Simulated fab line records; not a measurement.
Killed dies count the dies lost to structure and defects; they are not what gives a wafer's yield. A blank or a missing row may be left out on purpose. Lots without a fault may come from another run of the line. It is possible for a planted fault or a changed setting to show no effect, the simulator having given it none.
A struck lot beside a sound one / flow berkeley cmos170 / 15 out of 331 route steps
Sound: wafers L438.3, L438.4, L438.5. Struck: wafer L445.2 (left out: L445.1, L445.3 of the same lot, which were not struck); the cause appears at the end.
At each step with rows: each side's tool, then ch and its chambers, then its first start. Under that, the readings that differ: sound wafers / struck wafers / difference of the means / sigmas: that difference in standard deviations of wafers without a fault.
alike: words and numbers the same on both sides, and readings whose means are apart by under 2 such deviations; not compared: readings that were withheld, readings missing a value for some wafer, numbers with overlapping values and no deviation given by the record, and bounds like >300 which may hide the same value.
Wherever a step has rows on one side only, a row that says differs or no value, or a row with sigmas, the two part there. When numbers do not overlap yet have no deviation, they are printed without sigmas and do not part them. A reading that every wafer of one side lacks parts them only if that side has two wafers or more.

first, 2 steps without rows for these wafers: UCB170_GATE_ANNEAL_03 (time 1800 s); UCB170_GATE_CVD_04 (deposits poly-Si from SiH4, time 1440 s, target thk 214 nm).
UCB170_GATE_THK_MEAS_05:
  sound on film metro-03 at day 6 21:52; struck on film metro-04 at day 8 09:20
  alike: GATE_POLY_THK
then, 6 steps without rows for these wafers: UCB170_GATE_COAT_06; UCB170_GATE_COAT_07 (resist thk 900 nm); UCB170_GATE_SOFTBAKE_08 (time 60 s); UCB170_GATE_EXPOSE_09 (exposes mask POLY, target cd 350 nm); UCB170_GATE_PEB_10; UCB170_GATE_DEVELOP_11 (develop time 45 s).
UCB170_GATE_CD_MEAS_12: target cd 350 nm.
  sound on cd sem-01 at day 6 23:42; struck on cd sem-02 at day 8 10:29
reading=cd nm (nm); sound=351.0 351.5 351.5; struck=348.4; difference=-2.9; sigmas=-2
UCB170_GATE_OVL_MEAS_13:
  sound on overlay-02 at day 6 23:47; struck on overlay-02 at day 8 10:36
reading=GATE_OVL (nm); sound=8 10 8; struck=-6; difference=-15; sigmas=-2
UCB170_GATE_ETCH_14: etches BARC in N2/H2.
  sound on rie diel-01 ch 0,2,3, day 6 23:49; struck on rie diel-01 ch 1, day 8 10:38
  alike: chamber pressure mTorr, drypump motor current A, oes product au, throttle valve pct
UCB170_GATE_ETCH_15: etches poly-Si in HBr/Cl2, stops on SiO2, time 56.3 s, target depth 278.2 nm.
  sound on rie si-02 ch 1,2, day 6 23:51; struck on rie si-01 ch 2, day 8 10:41
reading=model.KrF_of_GATE_COAT_07.thk nm (nm); sound=778.7 772.5 775.3; struck=803.5; difference=+28.0; sigmas=
  alike: chamber pressure mTorr, drypump motor current A, oes product au, throttle valve pct
  not compared: rf hours counter h
UCB170_GATE_STRIP_16: strips in O2.
  sound on plasma asher-01 ch 0,1, day 6 23:56; struck on plasma asher-04 ch 1, day 8 10:44
reading=drypump motor current A (A); sound=5.5 5.4 5.5; struck=6.2; difference=+0.7; sigmas=+2
reading=rf hours counter h (h); sound=- - -; struck=44; difference=no value on the sound wafers; sigmas=
  alike: chamber pressure mTorr, oes product au
UCB170_M3_PROBE_99:
  sound on prober-01 at day 8 18:57; struck on prober-01 at day 10 01:22
reading=model.etest.pldd.line ohm um; sound=1818 1761 1782; struck=1876; difference=+89; sigmas=
reading=model.etest.pldd.rs ohm sq; sound=1127 1121 1121; struck=1159; difference=+36; sigmas=
reading=model.etest.nldd.rs ohm sq; sound=771.1 763.9 764; struck=787.3; difference=+21.0; sigmas=
reading=model.etest.poly comb over steps.over limit; sound=0 0 0; struck=1; difference=+1; sigmas=
reading=model.etest.antenna poly.vt shift v (V); sound=-0.008884 -0.01268 -0.007712; struck=-0.004947; difference=+0.004812; sigmas=

## WHERE THEY PART
At UCB170_GATE_CD_MEAS_12 first; at UCB170_GATE_STRIP_16 last (within this record only).

WHY: whatever the simulator had introduced
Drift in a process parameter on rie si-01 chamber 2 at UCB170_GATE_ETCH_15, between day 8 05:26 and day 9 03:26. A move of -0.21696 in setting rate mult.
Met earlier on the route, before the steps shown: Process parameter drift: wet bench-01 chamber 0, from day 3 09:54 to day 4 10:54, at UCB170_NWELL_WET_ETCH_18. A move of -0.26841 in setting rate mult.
